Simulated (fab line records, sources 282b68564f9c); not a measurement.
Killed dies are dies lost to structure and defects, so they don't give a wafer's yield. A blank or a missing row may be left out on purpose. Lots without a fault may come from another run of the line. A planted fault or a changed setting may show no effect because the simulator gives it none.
Which tool did it? | flow rit_cmos | 7 lots, 21 wafers sampled, at 2 steps of a route of 202

WHAT THE GAUGES READ, wafer by wafer
RIT_SPACER_THK_MEAS_04.
lot  | measured    | on            | SPACER_NITRIDE_THK (nm)
L963 | day 3 07:52 | film_metro-02 | 250.4 250.6 251.0
L965 | day 3 16:24 | film_metro-01 | 246.8 250.4 247.2
L967 | day 4 05:19 | film_metro-01 | 250.7 251.8 249.7
L970 | day 4 20:08 | film_metro-01 | 247.8 248.7 246.9
L972 | day 5 05:16 | film_metro-01 | 253.1 253.9 255.4
L977 | day 6 05:27 | film_metro-01 | 231.7 231.1 231.8
L979 | day 6 13:38 | film_metro-01 | 228.6 229.0 227.9

WHICH TOOL RAN EACH LOT (tool, then ch and the chambers of the sampled wafers, then the start)
lot  | RIT_SPACER_CVD_03
L963 | lpcvd-02 ch 1, day 3 05:57
L965 | lpcvd-02 ch 1, day 3 14:29
L967 | lpcvd-02 ch 1, day 4 03:25
L970 | lpcvd-01 ch 0, day 4 18:13
L972 | lpcvd-01 ch 0, day 5 03:20
L977 | lpcvd-01 ch 0, day 6 03:32
L979 | lpcvd-01 ch 1, day 6 10:46
- RIT_SPACER_CVD_03: deposits Si3N4 from SiH2Cl2/NH3, target thk 250 nm, time 3300 s.

THE ANSWER, worked out from the rows above alone
Rule: what is usual is taken from the lots themselves. Put in order of their means at a reading, lots are off if they are a third of the lots or fewer, leave a main group of 4 or more, and stand apart from it by a gap of 3 or more times the standard deviation of the main group's means; of several such gaps the widest counts. A main group whose means are all the same, to the digits that the tables above print for the reading, isn't used. A lot without any number at a reading at which 4 lots or more have one is off too. The other lots that the step has rows for count as sound.
Off: L977, L979, at RIT_SPACER_THK_MEAS_04 (SPACER_NITRIDE_THK). The main group: mean 250.3 nm, standard deviation 2.3.
A tool fits if, at a process step before that reading, it ran every lot that is off, and no sound lot after the first of them. The gauges at RIT_SPACER_THK_MEAS_04 are tried like those tools. Can't be told from this: 2 tools fit, lpcvd-01 at RIT_SPACER_CVD_03, film_metro-01 at RIT_SPACER_THK_MEAS_04.

WHAT THE SIMULATOR HAD PUT IN
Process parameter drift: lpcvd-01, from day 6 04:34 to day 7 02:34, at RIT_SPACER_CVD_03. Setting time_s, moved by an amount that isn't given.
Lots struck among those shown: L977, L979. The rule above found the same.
